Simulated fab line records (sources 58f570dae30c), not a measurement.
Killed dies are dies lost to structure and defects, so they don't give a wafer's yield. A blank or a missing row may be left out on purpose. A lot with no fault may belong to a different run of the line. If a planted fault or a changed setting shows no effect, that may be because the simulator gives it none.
Which of the tools did it? | flow berkeley-cmos170 | 42 wafers sampled from 14 lots at 1 step of a route of 331

## WHAT THE GAUGES SHOWED, per wafer
The record lacks any reading of a measuring or inspecting step that a usual standard deviation could be used to judge.

## EACH LOT AND THE TOOL THAT RAN IT (in order: tool; ch and the chambers of the sampled wafers; start)
lot  | UCB170_V2_PEB_10
L318 | litho-track-04 ch 0, day 8 06:45
L317 | litho-track-01 ch 0, day 8 12:04
L319 | litho-track-03 ch 0, day 8 16:25
L320 | litho-track-03, day 9 09:04
L321 | litho-track-04, day 9 09:16
L324 | litho-track-04 ch 0, day 9 22:07
L325 | litho-track-03 ch 0, day 10 00:34
L330 | litho-track-04 ch 0, day 12 01:52
L334 | litho-track-01 ch 0, day 12 10:23
L333 | litho-track-03 ch 0, day 12 10:43
L335 | litho-track-01 ch 0, day 12 18:28
L336 | litho-track-01 ch 0, day 12 19:53
L338 | litho-track-04 ch 0, day 13 19:04
L337 | litho-track-04 ch 0, day 13 19:16
- UCB170_V2_PEB_10

## WHAT THE TOOLS THEMSELVES READ (means of the sampled wafers that have a number; where no wafer has one, the mark that the record gives instead)
UCB170_V2_PEB_10. Usual: chill-plate-temp-C 23.03 C, standard deviation 0.092; exhaust-pa 44.9 Pa, standard deviation 0.89.
lot  | tool           | chill-plate-temp-C (C) | exhaust-pa (Pa) | flag
L318 | litho-track-04 | 23.06                  | 44.0            |
L317 | litho-track-01 | 23.05                  | 45.2            |
L319 | litho-track-03 | 23.07                  | 45.4            |
L320 | litho-track-03 | -                      | -               | OFF
L321 | litho-track-04 | -                      | -               | OFF
L324 | litho-track-04 | 23.05                  | 44.6            |
L325 | litho-track-03 | 23.01                  | 45.4            |
L330 | litho-track-04 | 22.96                  | 45.5            |
L334 | litho-track-01 | 23.02                  | 45.5            |
L333 | litho-track-03 | 23.04                  | 45.6            |
L335 | litho-track-01 | 23.03                  | 45.5            |
L336 | litho-track-01 | 23.06                  | 44.4            |
L338 | litho-track-04 | 23.09                  | 44.6            |
L337 | litho-track-04 | 22.96                  | 44.7            |

## THE ANSWER, worked out from the rows above alone
Rule: take the mean of a lot's wafers that have a number; if it is more than 3 standard deviations from the usual mean, the lot is off. Also off: a lot with no number at a reading for which 4 or more lots have one. All remaining lots with rows at the step are treated as sound. First the gauges in route order, then the tools' own readings, where a lot's mean is used as printed above. The first step at which some lot is off is used, and at that step the reading that is off furthest; a lot without a number counts as furthest.
Off: L320, L321, at UCB170_V2_PEB_10 (chill-plate-temp-C). Without a number there: L320, L321.
A tool fits if, at that step or a process step before it, it ran every lot that is off, and no sound lot after the first of them. None of those tried fits.

## WHAT THE SIMULATOR PUT IN
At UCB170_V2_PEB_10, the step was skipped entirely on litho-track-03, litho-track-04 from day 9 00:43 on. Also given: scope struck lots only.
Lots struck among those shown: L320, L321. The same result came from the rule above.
